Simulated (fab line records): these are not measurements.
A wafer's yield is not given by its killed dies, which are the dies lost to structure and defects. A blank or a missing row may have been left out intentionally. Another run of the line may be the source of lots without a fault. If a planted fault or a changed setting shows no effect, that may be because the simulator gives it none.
Lot-split experiment + flow berkeley-cmos170 + 23 wafers read from 5 lots, route of 331 steps

== SPLIT DETAILS ==
At UCB170_PWELL_CVD_05 (deposits Si3N4 from SiH2Cl2/NH3, target thk 220 nm, time 3300 s), the setting temp-c was moved away from the recipe's 800 C on 10 of the 23 wafers read, by -1.5% to +2.2%. This setting was run at the recipe's value on the other wafers.

Between the split and the reading, the file records no step.

== THE READING ==
PWELL_NITRIDE_THK, in nm, at UCB170_PWELL_THK_MEAS_06. Fault-free wafers of this fab line usually give 219.4 nm, standard deviation 2.1 nm.

| wafer  | tool, chamber at the split | temp-c as run, C | against the recipe | PWELL_NITRIDE_THK, nm | against lot-mates on the recipe |
|--------|----------------------------|------------------|--------------------|-----------------------|---------------------------------|
| L080.1 | -, -                       | 800              | recipe             | 223.1                 | -                               |
| L080.2 | -, -                       | 800              | recipe             | 220.9                 | -                               |
| L080.4 | -, -                       | 800              | recipe             | 219.9                 | -                               |
| L080.5 | -, -                       | 800              | recipe             | 220.7                 | -                               |
| L080.6 | -, -                       | 800              | recipe             | 220.4                 | -                               |
| L081.1 | -, -                       | 788              | -1.5%              | 180.0                 | no lot-mate on the recipe       |
| L081.2 | -, -                       | 788              | -1.5%              | 178.0                 | no lot-mate on the recipe       |
| L081.3 | -, -                       | 788              | -1.5%              | 179.8                 | no lot-mate on the recipe       |
| L081.4 | -, -                       | 788              | -1.5%              | 179.6                 | no lot-mate on the recipe       |
| L081.6 | -, -                       | 788              | -1.5%              | 179.8                 | no lot-mate on the recipe       |
| L082.2 | lpcvd-02, 0                | 800              | recipe             | 220.0                 | -                               |
| L082.3 | lpcvd-02, 0                | 800              | recipe             | 216.7                 | -                               |
| L082.6 | lpcvd-02, 0                | 800              | recipe             | 218.6                 | -                               |
| L084.1 | -, -                       | 800              | recipe             | 219.5                 | -                               |
| L084.2 | -, -                       | 800              | recipe             | 220.4                 | -                               |
| L084.3 | -, -                       | 800              | recipe             | 217.2                 | -                               |
| L084.4 | -, -                       | 800              | recipe             | 218.8                 | -                               |
| L084.5 | -, -                       | 800              | recipe             | 220.2                 | -                               |
| L085.1 | -, -                       | 817.7            | +2.2%              | 300.4                 | no lot-mate on the recipe       |
| L085.2 | -, -                       | 817.7            | +2.2%              | 299.6                 | no lot-mate on the recipe       |
| L085.3 | -, -                       | 817.7            | +2.2%              | 298.1                 | no lot-mate on the recipe       |
| L085.4 | -, -                       | 817.7            | +2.2%              | 299.6                 | no lot-mate on the recipe       |
| L085.6 | -, -                       | 817.7            | +2.2%              | 299.7                 | no lot-mate on the recipe       |

THE FIT
A straight line over all 23 wafers: PWELL_NITRIDE_THK changes by +32.8 nm for each +1% of temp-c; r = +0.99; the points scatter about the line by 4.4 nm.
Too few moved wafers with a lot-mate on the recipe to fit a line net of each lot's own level.

== THE WHOLE CHAIN: every reading that the file lists as answering this split, in the file's order ==
| step                     | what it does                                                               | reading                                                                       | change (the file's fit)              | r (the file's) |
|--------------------------|----------------------------------------------------------------------------|-------------------------------------------------------------------------------|--------------------------------------|----------------|
| UCB170_PWELL_CVD_05      | deposits Si3N4 from SiH2Cl2/NH3, target thk 220 nm, time 3300 s            | Si3N4_of_PWELL_CVD_05.thk-nm (the simulator's own value, which no gauge read) | +32.8 nm for each +1% of the setting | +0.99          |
| UCB170_PWELL_THK_MEAS_06 |                                                                            | PWELL_NITRIDE_THK                                                             | +32.8 for each +1% of the setting    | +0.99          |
| UCB170_PWELL_ETCH_14     | etches Si3N4 in CH3F/Ar/O2, stops on SiO2, target depth 242 nm, time 151 s | etch.depth-nm (the simulator's own value, which no gauge read)                | +17.3 nm for each +1% of the setting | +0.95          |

== FILE'S OWN FIT ==
PWELL_NITRIDE_THK changes by +32.8 nm for each +1% of temp-c, r = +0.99.
